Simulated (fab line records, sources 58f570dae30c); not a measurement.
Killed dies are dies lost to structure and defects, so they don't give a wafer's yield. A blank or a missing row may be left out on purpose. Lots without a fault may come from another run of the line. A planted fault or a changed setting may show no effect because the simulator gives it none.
A struck lot beside a sound one | flow berkeley_cmos170 | 15 steps out of a route of 331
Sound: wafers L713.1, L713.4, L713.5. Struck: wafers L702.3, L702.5, L702.6. The cause comes at the end.
At each step with rows: each side's tool, then ch and its chambers, then its first start. Under that, the readings that differ: sound wafers | struck wafers | difference of the means | sigmas: that difference in standard deviations of wafers without a fault.
alike: readings whose means differ by less than 2 such deviations, and words and numbers that are the same on both sides. not compared: withheld readings, readings that some wafer has no value for, bounds like >300 that may hide the same value, and numbers for which the record gives no deviation and whose values overlap.
The two part at a step that has a row with sigmas, a row that says differs or no value, or rows on one side only. Numbers that don't overlap but have no deviation are shown without sigmas and don't part them. A reading that every wafer of one side lacks parts them only if that side has two wafers or more.

first, 4 steps without rows for these wafers: UCB170_NWELL_WET_ETCH_19 (etches SiO2 in BOE, time 22 s); UCB170_PWELL_CLEAN_00 (cleans in SPM, time 600 s); UCB170_PWELL_CLEAN_01 (cleans in dHF, time 60 s); UCB170_PWELL_OXIDATION_02 (target thk 26.4 nm, ox time 1260 s).
UCB170_PWELL_THK_MEAS_03:
  sound on film_metro-04, day 6 02:33; struck on film_metro-04, day 4 10:29
  alike: PWELL_OXIDE_THK
then, 2 steps without rows for these wafers: UCB170_PWELL_ANNEAL_04 (time 900 s); UCB170_PWELL_CVD_05 (deposits Si3N4 from SiH2Cl2/NH3, target thk 220 nm, time 3300 s).
UCB170_PWELL_THK_MEAS_06:
  sound on film_metro-03, day 6 08:32; struck on film_metro-03, day 4 20:20
  alike: PWELL_NITRIDE_THK
then, 2 steps without rows for these wafers: UCB170_PWELL_HMDS_07 (prime time 60 s); UCB170_PWELL_COAT_08 (resist thk 900 nm).
UCB170_PWELL_SOFTBAKE_09: time 62.09 s.
  sound on litho_track-02 ch 0, day 6 09:45; struck on litho_track-04 ch 0, day 4 20:43
  alike: chill_plate_temp_C, exhaust_pa, heater_power_total_W, plate_sensor_t_centre_C, plate_sensor_t_edge_C
then, 1 step without rows for these wafers: UCB170_PWELL_EXPOSE_10 (exposes mask PWELL, target cd 3000 nm).
UCB170_PWELL_PEB_11:
  sound on litho_track-01 ch 0, day 6 10:17; struck on litho_track-02 ch 0, day 4 20:59
  reading                  | sound                | struck               | difference | sigmas
  heater_power_total_W (W) | 56.81 56.78 56.82    | 57.82 57.82 57.84    | +1.02      | +23
  plate_temp_C (C)         | 129.84 129.76 129.95 | 132.00 131.78 131.58 | +1.94      | +15
  alike: chill_plate_temp_C, exhaust_pa
then, 1 step without rows for these wafers: UCB170_PWELL_DEVELOP_12 (develop time 45 s).
UCB170_M3_PROBE_99:
  the record has rows for the sound wafers here (prober-02, day 11 01:07) and none for the struck ones

WHERE THEY PART
First at UCB170_PWELL_PEB_11; last, within this record, at UCB170_M3_PROBE_99.

WHY: what the simulator had put in
Process parameter drift: litho_track-02, from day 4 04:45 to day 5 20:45, at UCB170_PWELL_PEB_11. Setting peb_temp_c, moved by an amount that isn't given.
